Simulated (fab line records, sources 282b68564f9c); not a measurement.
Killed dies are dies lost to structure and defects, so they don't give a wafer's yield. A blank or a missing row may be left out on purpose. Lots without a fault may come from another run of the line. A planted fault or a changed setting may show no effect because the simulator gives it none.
Problem report in the 8D (eight disciplines) form, filled by code | flow rit_cmos | the parts of the form that need people (team, actions taken, sign-off) are left out

1. THE PROBLEM
PSD_RS at RIT_SDANNEAL_RS_MEAS_04 reads a mean of 165.8 ohm/sq on 6 wafers of 2 lots; wafers without a fault read 115.9 ohm/sq with a standard deviation of 0.33. That is +99 or more standard deviations from the usual mean.
The step: measures by four-point-probe.
First seen on wafer L869.1, day 6 06:47, on film_metro-04. The record holds 39 wafers of 13 lots with a number at this step. Rule for "out", or "out of limits": more than 4 standard deviations from the usual mean. The other wafers with a number count as sound.

2. WHAT IT IS AND WHAT IT IS NOT
question                    | is                     | is not
which readings at this step | PSD_RS                 | -
which lots                  | L869, L871             | L854, L855, L856, L857, L858, L859, L860, L861, L862, L863, L864
which wafers of those lots  | all that have a number | -
read on which gauges        | film_metro-04          | film_metro-01, film_metro-03
when                        | from day 6 06:47       | up to then (33 sound wafers)

3. SUSPECTS, AND WHAT RULES EACH OUT
Counting: a tool at a process step up to the reading stays a suspect if it ran every lot that is out and no sound lot after the first of them.
- the gauge at RIT_SDANNEAL_RS_MEAS_04: ruled out. All the wafers that are out were read on film_metro-04, but those of them that RIT_SDANNEAL_RTA_03 has rows for are out there too, on other tools.
- rie_diel-03 at RIT_ACTIVE_ETCH_13 (etches Si3N4 in SF6, stops on SiO2, time 210 s, target depth 210 nm): kept. It ran every lot that is out, first L869 (day 4 17:49), and no sound lot after that; its last sound lot up to then is L864 (day 3 16:50).
- rtp_anneal-01 at RIT_SDANNEAL_RTA_03 (time 5 s): kept. It ran every lot that is out, first L869 (day 6 06:44), and no sound lot after that; its last sound lot up to then is L863 (day 5 01:19). Its own readings are out on those wafers: wafer_temp_C_max.
Left after counting: rie_diel-03 at RIT_ACTIVE_ETCH_13, rtp_anneal-01 at RIT_SDANNEAL_RTA_03.

4. THE CAUSE (what the simulator had put in)
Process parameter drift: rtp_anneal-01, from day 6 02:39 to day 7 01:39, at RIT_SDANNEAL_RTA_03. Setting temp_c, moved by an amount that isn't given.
Counting left 2 suspects, and this tool is among them.

5. THE CHAIN OF EFFECTS, in route order
Each row: a reading whose mean over the struck wafers that have a number lies more than 3 standard deviations from the usual. Only readings for which the record gives a usual standard deviation are gone through. hours: the time from each lot's start at the first step in this table that gives one to its start at this step, as a median over the lots. sigmas: the change in usual standard deviations.
hours | step                    | reading          | usual        | on struck wafers | change | sigmas
0     | RIT_SDANNEAL_RTA_03     | wafer_temp_C_max | 1053.4       | 988.0            | -65.4  | -66
0     | RIT_SDANNEAL_RS_MEAS_04 | PSD_RS           | 115.9 ohm/sq | 165.8            | +49.8  | +99 or more
0     | RIT_SDANNEAL_RS_MEAS_05 | NSD_RS           | 83.05 ohm/sq | 85.91            | +2.86  | +10
0     | RIT_SDANNEAL_RS_MEAS_06 | PLDD_RS          | 180.2 ohm/sq | 246.7            | +66.5  | +99 or more
The process steps in it:
- RIT_SDANNEAL_RTA_03: time 5 s.
Later measuring or inspecting steps at which every struck wafer that the step has a row for has a number for every such reading, and none has moved that far: RIT_M1_CD_MEAS_09.

6. WHAT WOULD HAVE CAUGHT IT SOONER
In this record the first reading out of limits at a measuring or inspecting step was taken at day 6 06:47, 4 hours after the fault began at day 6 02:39.
The tool's own readings at RIT_SDANNEAL_RTA_03 were out on every struck wafer that the step has a row for (wafer_temp_C_max): an alarm limit on them would have fired on the first of those.
Of the lots that are out (2), L871 began RIT_SDANNEAL_RTA_03 on rtp_anneal-01 after day 6 06:47. A hold on the tool at that time would have spared it.
